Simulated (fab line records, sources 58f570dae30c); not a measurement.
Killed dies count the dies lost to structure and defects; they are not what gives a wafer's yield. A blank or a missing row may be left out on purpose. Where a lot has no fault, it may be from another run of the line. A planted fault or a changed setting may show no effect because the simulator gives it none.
fab line records	flow berkeleyCmos170
record lots=15	wafers=45	lastDay=12
route steps=331 shown NWELL@16 GATE@128
lots with no fault: from the same line, run without faults
startH: start of the lot's first displayed wafer, in hours after the record's first day	waitH: hours since the lot's step before	" same as the row above	L1.1+2: a row that stands for several wafers	- no value, or no start given	* or withheld: withheld	< > ~ a bound
route shown NAME@n: NAME is a module with steps in the file, n the number in the route of the first one	usual: mean/standard deviation taken from wafers without a fault	same: alike in all rows	chamber/n: place in a boat	sites: each site's reading	_std_site: standard deviation across them	_edge_site: mean of outer sites minus mean of inner sites	radiusMm: how far each site lies from the wafer's centre	mask NAME#n: copy n	behind: the most recent tool/chamber to have shaped the wafer	hold: the reason the lot was held/the length of the hold in hours/how it ended	device: transistor that didn't switch, given as n, p or np	end of line: tests run on the same wafers once the route is complete	a step without rows: its recipe alone	killed: dies lost to structure and defects at the first sort, not the wafer's yield	map: shows each die of a wafer: x if killed, . if not, _ if none is there
set.NAME: the setting the step ran with; set.NAME@STEP: the setting that earlier step ran with	model.NAME: the simulator's own value behind a step, which no gauge read
the route's steps for a sample of lots (tables are steps, rows are wafers)
services: when a tool's chamber went out of use (startH, in hours from the record's first day, below 0 if earlier), for how many hours, and the reason
## steps
# step UCB170_NWELL_THK_MEAS_02
# recipe reads=SiO2_of_NWELL_OXIDATION_01
# usual NWELL_OXIDE_THK=26.7/0.56
lot.wafer	tool	chamber	startH	waitH	NWELL_OXIDE_THK[nm]
L955.2	filmMetro-03	-	28.15	0.0	26.0
L955.3	"	-	"	"	25.6
L955.5	"	-	"	"	26.0
L956.1	filmMetro-02	-	31.36	0.0	26.7
L956.2	"	-	"	"	27.0
L956.5	"	-	"	"	26.6
L958.2	filmMetro-04	-	41.91	0.0	27.3
L958.5	"	-	"	"	26.9
L958.6	"	-	"	"	27.0
L959.2	filmMetro-04	-	47.51	0.0	26.4
L959.4	"	-	"	"	26.3
L959.6	"	-	"	"	26.2
L960.1	filmMetro-02	-	52.01	0.0	27.6
L960.3	"	-	"	"	27.5
L960.5	"	-	"	"	26.9
L961.3	filmMetro-04	-	52.03	0.0	27.5
L961.4	"	-	"	"	28.2
L961.6	"	-	"	"	27.7
L962.3	filmMetro-02	-	59.38	0.0	26.9
L962.5	"	-	"	"	27.0
L962.6	"	-	"	"	27.2
L963.2	filmMetro-04	-	63.05	0.0	27.7
L963.4	"	-	"	"	27.1
L963.5	"	-	"	"	27.2
L968.2	filmMetro-03	-	88.32	0.0	26.4
L968.3	"	-	"	"	26.0
L968.5	"	-	"	"	26.3
L971.2	filmMetro-02	-	108.62	0.0	27.2
L971.5	"	-	"	"	26.8
L971.6	"	-	"	"	26.8
L972.3	filmMetro-04	-	108.63	0.0	26.2
L972.4	"	-	"	"	26.7
L972.5	"	-	"	"	26.1
L974.1	filmMetro-03	-	114.21	0.0	25.8
L974.2	"	-	"	"	25.7
L974.5	"	-	"	"	25.5
L976.1	filmMetro-03	-	130.41	0.0	27.2
L976.2	"	-	"	"	27.0
L976.3	"	-	"	"	27.0
L977.1	filmMetro-02	-	130.41	0.0	27.0
L977.3	"	-	"	"	26.9
L977.5	"	-	"	"	27.0
L978.1	filmMetro-02	-	137.61	0.0	27.4
L978.2	"	-	"	"	27.5
L978.6	"	-	"	"	27.4
# step UCB170_NWELL_IMPLANT_14
# recipe species=P	doseCm2=1e+13	energyKev=150	tiltDeg=7
# usual doseIonsCm2=1.0001e+13/9.9e+09	faradayCurrentUA=31.7/0.61
lot.wafer	tool	chamber	startH	waitH	doseIonsCm2	faradayCurrentUA
L955.2	implanter-04	0	36.30	0.1	1e+13	32.1
L955.3	"	0	"	"	1.0004e+13	31.8
L955.5	"	0	"	"	9.987e+12	31.9
L956.1	implanter-04	0	42.75	0.1	9.994e+12	32.7
L956.2	"	0	"	"	9.998e+12	31.5
L956.5	"	0	"	"	9.998e+12	32.2
L958.2	implanter-01	0	49.27	0.1	9.997e+12	31.2
L958.5	"	0	"	"	1.0002e+13	31.1
L958.6	"	0	"	"	1.001e+13	32.5
L959.2	implanter-01	0	54.30	0.1	1.0008e+13	32.1
L959.4	"	0	"	"	1.0005e+13	31.0
L959.6	"	0	"	"	1.0015e+13	31.7
L961.3	implanter-01	0	59.30	0.1	9.206e+12	28.8
L961.4	"	0	"	"	9.205e+12	28.7
L961.6	"	0	"	"	9.207e+12	29.0
L960.1	implanter-01	0	59.40	0.1	9.203e+12	28.9
L960.3	"	0	"	"	9.19e+12	29.9
L960.5	"	0	"	"	9.198e+12	29.4
L962.3	implanter-04	0	66.99	0.1	9.996e+12	32.5
L962.5	"	0	"	"	1.0005e+13	32.1
L962.6	"	0	"	"	1.0008e+13	31.5
L963.2	implanter-01	0	70.56	0.1	9.209e+12	29.7
L963.4	"	0	"	"	9.21e+12	29.8
L963.5	"	0	"	"	9.202e+12	29.0
L968.2	implanter-04	0	98.70	0.1	1.0016e+13	32.1
L968.3	"	0	"	"	1.0001e+13	31.2
L968.5	"	0	"	"	1.0006e+13	32.3
L971.2	implanter-02	0	115.76	0.1	1.0005e+13	31.5
L971.5	"	0	"	"	1.0008e+13	31.8
L971.6	"	0	"	"	1e+13	31.6
L972.3	implanter-04	0	116.06	0.1	9.979e+12	32.2
L972.4	"	0	"	"	9.989e+12	31.8
L972.5	"	0	"	"	9.982e+12	32.3
L974.1	implanter-04	0	121.42	0.1	1.0028e+13	32.4
L974.2	"	0	"	"	1.0014e+13	31.7
L974.5	"	0	"	"	1.0006e+13	30.4
L977.1	implanter-02	0	139.35	0.1	9.997e+12	32.1
L977.3	"	0	"	"	9.997e+12	32.2
L977.5	"	0	"	"	9.979e+12	30.7
L976.1	implanter-04	0	139.44	0.1	9.995e+12	31.9
L976.2	"	0	"	"	1.0014e+13	31.1
L976.3	"	0	"	"	1.001e+13	31.7
L978.1	implanter-04	0	144.96	0.1	9.995e+12	30.9
L978.2	"	0	"	"	9.996e+12	30.4
L978.6	"	0	"	"	9.994e+12	31.8
# step UCB170_NWELL_TW_MEAS_16
# usual NWELL_TW=1242/5.8
lot.wafer	tool	chamber	startH	waitH	hold	NWELL_TW
L955.2	filmMetro-02	-	36.54	0.1	-	1247
L955.3	"	-	"	"	-	1246
L955.5	"	-	"	"	-	1243
L956.1	filmMetro-02	-	43.02	0.1	-	1246
L956.2	"	-	"	"	-	1244
L956.5	"	-	"	"	-	1241
L958.2	filmMetro-03	-	49.50	0.1	-	1245
L958.5	"	-	"	"	-	1241
L958.6	"	-	"	"	-	1246
L959.2	filmMetro-04	-	54.53	0.1	-	1247
L959.4	"	-	"	"	-	1243
L959.6	"	-	"	"	-	1241
L961.3	filmMetro-03	-	59.52	0.1	awaitDispo/0.2h/release	1210
L961.4	"	-	"	"	awaitDispo/0.2h/release	1211
L961.6	"	-	"	"	awaitDispo/0.2h/release	1217
L961.3	filmMetro-03	-	59.75	0.2	-	1209
L961.4	"	-	"	"	-	1205
L961.6	"	-	"	"	-	1218
L960.1	filmMetro-02	-	59.65	0.1	awaitDispo/0.2h/release	1211
L960.3	"	-	"	"	awaitDispo/0.2h/release	1213
L960.5	"	-	"	"	awaitDispo/0.2h/release	1209
L960.1	filmMetro-02	-	59.88	0.2	-	1213
L960.3	"	-	"	"	-	1211
L960.5	"	-	"	"	-	1206
L962.3	filmMetro-03	-	67.21	0.1	-	1247
L962.5	"	-	"	"	-	1246
L962.6	"	-	"	"	-	1244
L963.2	filmMetro-03	-	70.80	0.1	awaitDispo/0.2h/release	1215
L963.4	"	-	"	"	awaitDispo/0.2h/release	1217
L963.5	"	-	"	"	awaitDispo/0.2h/release	1212
L963.2	filmMetro-03	-	71.02	0.2	-	1212
L963.4	"	-	"	"	-	1205
L963.5	"	-	"	"	-	1211
L968.2	filmMetro-03	-	98.93	0.1	-	1245
L968.3	"	-	"	"	-	1242
L968.5	"	-	"	"	-	1243
L971.2	filmMetro-04	-	115.99	0.1	-	1243
L971.5	"	-	"	"	-	1238
L971.6	"	-	"	"	-	1239
L972.3	filmMetro-02	-	116.28	0.1	-	1248
L972.4	"	-	"	"	-	1251
L972.5	"	-	"	"	-	1251
L974.1	filmMetro-04	-	121.67	0.1	-	1248
L974.2	"	-	"	"	-	1233
L974.5	"	-	"	"	-	1241
L977.1	filmMetro-02	-	139.60	0.1	-	1252
L977.3	"	-	"	"	-	1249
L977.5	"	-	"	"	-	1249
L976.1	filmMetro-03	-	139.69	0.1	-	1240
L976.2	"	-	"	"	-	1235
L976.3	"	-	"	"	-	1228
L978.1	filmMetro-02	-	145.21	0.1	-	1242
L978.2	"	-	"	"	-	1243
L978.6	"	-	"	"	-	1243
# step UCB170_GATE_THK_MEAS_02
# recipe reads=SiO2_of_GATE_OXIDATION_01
# usual GATE_OXIDE_THK=6.60/0.14
lot.wafer	tool	chamber	startH	waitH	GATE_OXIDE_THK[nm]
L955.2	filmMetro-02	-	119.61	0.1	6.68
L955.3	"	-	"	"	6.75
L955.5	"	-	"	"	6.76
L956.1	filmMetro-01	-	129.56	0.1	6.83
L956.2	"	-	"	"	6.77
L956.5	"	-	"	"	6.74
L958.2	filmMetro-03	-	140.62	0.0	6.87
L958.5	"	-	"	"	6.79
L958.6	"	-	"	"	6.75
L959.2	filmMetro-02	-	140.62	0.0	6.63
L959.4	"	-	"	"	6.60
L959.6	"	-	"	"	6.51
L960.1	filmMetro-01	-	144.70	0.0	6.45
L960.3	"	-	"	"	6.56
L960.5	"	-	"	"	6.38
L961.3	filmMetro-03	-	144.72	0.0	6.61
L961.4	"	-	"	"	6.69
L961.6	"	-	"	"	6.56
L962.3	filmMetro-02	-	144.72	0.0	6.43
L962.5	"	-	"	"	6.49
L962.6	"	-	"	"	6.42
L963.2	filmMetro-02	-	153.22	0.0	6.55
L963.4	"	-	"	"	6.54
L963.5	"	-	"	"	6.66
L968.2	filmMetro-01	-	180.33	0.0	6.34
L968.3	"	-	"	"	6.46
L968.5	"	-	"	"	6.41
L972.3	filmMetro-02	-	198.67	0.0	6.68
L972.4	"	-	"	"	6.77
L972.5	"	-	"	"	6.74
L974.1	filmMetro-03	-	202.65	0.0	6.69
L974.2	"	-	"	"	6.61
L974.5	"	-	"	"	6.54
L971.2	filmMetro-03	-	202.72	0.1	6.65
L971.5	"	-	"	"	6.63
L971.6	"	-	"	"	6.43
L976.1	filmMetro-03	-	213.48	0.0	6.77
L976.2	"	-	"	"	6.72
L976.3	"	-	"	"	6.75
L977.1	filmMetro-02	-	213.48	0.0	6.32
L977.3	"	-	"	"	6.32
L977.5	"	-	"	"	6.40
L978.1	filmMetro-02	-	227.27	0.0	6.87
L978.2	"	-	"	"	6.78
L978.6	"	-	"	"	6.78
# step UCB170_GATE_CD_MEAS_90
# recipe targetCdNm=350
# usual cdNm=349.8/1.6
lot.wafer	tool	chamber	startH	waitH	cdNm
L955.2	cdSem-02	-	127.32	0.2	349.0
L955.3	"	-	"	"	349.5
L955.5	"	-	"	"	350.4
L956.1	cdSem-02	-	136.21	0.1	348.9
L956.2	"	-	"	"	346.2
L956.5	"	-	"	"	348.9
L959.2	cdSem-02	-	150.09	0.2	350.5
L959.4	"	-	"	"	350.6
L959.6	"	-	"	"	350.9
L958.2	cdSem-01	-	150.21	0.1	350.0
L958.5	"	-	"	"	350.0
L958.6	"	-	"	"	349.6
L961.3	cdSem-02	-	152.54	0.1	349.7
L961.4	"	-	"	"	349.6
L961.6	"	-	"	"	347.8
L962.3	cdSem-01	-	152.71	0.1	348.1
L962.5	"	-	"	"	349.2
L962.6	"	-	"	"	348.6
L960.1	cdSem-01	-	152.90	0.1	349.0
L960.3	"	-	"	"	349.5
L960.5	"	-	"	"	350.1
L963.2	cdSem-01	-	163.26	0.1	350.4
L963.4	"	-	"	"	351.1
L963.5	"	-	"	"	350.9
L968.2	cdSem-01	-	187.72	0.1	347.8
L968.3	"	-	"	"	349.1
L968.5	"	-	"	"	348.4
L972.3	cdSem-01	-	206.01	0.1	347.4
L972.4	"	-	"	"	349.2
L972.5	"	-	"	"	348.6
L974.1	cdSem-01	-	212.83	0.3	347.2
L974.2	"	-	"	"	346.5
L974.5	"	-	"	"	347.1
L971.2	cdSem-01	-	213.21	0.3	348.9
L971.5	"	-	"	"	348.3
L971.6	"	-	"	"	349.3
L976.1	cdSem-01	-	220.32	0.4	350.5
L976.2	"	-	"	"	350.0
L976.3	"	-	"	"	350.3
L977.1	cdSem-01	-	220.56	0.4	348.5
L977.3	"	-	"	"	347.4
L977.5	"	-	"	"	348.0
L978.1	cdSem-01	-	238.95	0.1	348.3
L978.2	"	-	"	"	349.7
L978.6	"	-	"	"	349.3
## services
tool	chamber	startH	hours	kind
implanter-02	-	58.06	3.6	repair
implanter-01	-	113.84	4.9	pm
## key
firstSign step=UCB170_NWELL_IMPLANT_14	reading=doseIonsCm2	direction=down	sigmas=80	usual=1.0001e+13	struck=9.203e+12
effect step=UCB170_NWELL_IMPLANT_14	reading=faradayCurrentUA	direction=down	sigmas=4.1	usual=31.7	struck=29.3
effect step=UCB170_NWELL_TW_MEAS_16	reading=visit	direction=added
effect step=UCB170_NWELL_TW_MEAS_16	reading=NWELL_TW	direction=down	sigmas=5.1	usual=1242	struck=1213
metAt UCB170_NWELL_IMPLANT_14
struckLots L960,L961,L963
testerLeftOut L960,L961,L963
notActingAt UCB170_NWELL_THK_MEAS_02,UCB170_GATE_THK_MEAS_02,UCB170_GATE_CD_MEAS_90
fault kind=processParameterDrift	tool=implanter-01	chamber=-	onsetH=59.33	steps=UCB170_NWELL_IMPLANT_14	channel=doseCm2	offset=-8e+11	shape=step	endH=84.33	actsIn=theseRecipesOnly	stated=1e+13
# testerLeftOut: of these lots the tester's yield and bins aren't shown, on N5 and GAA mostly nor the transistor test; their killed dies are dies lost to structure and defects alone, not to doping, threshold or leakage, so they don't give the yield
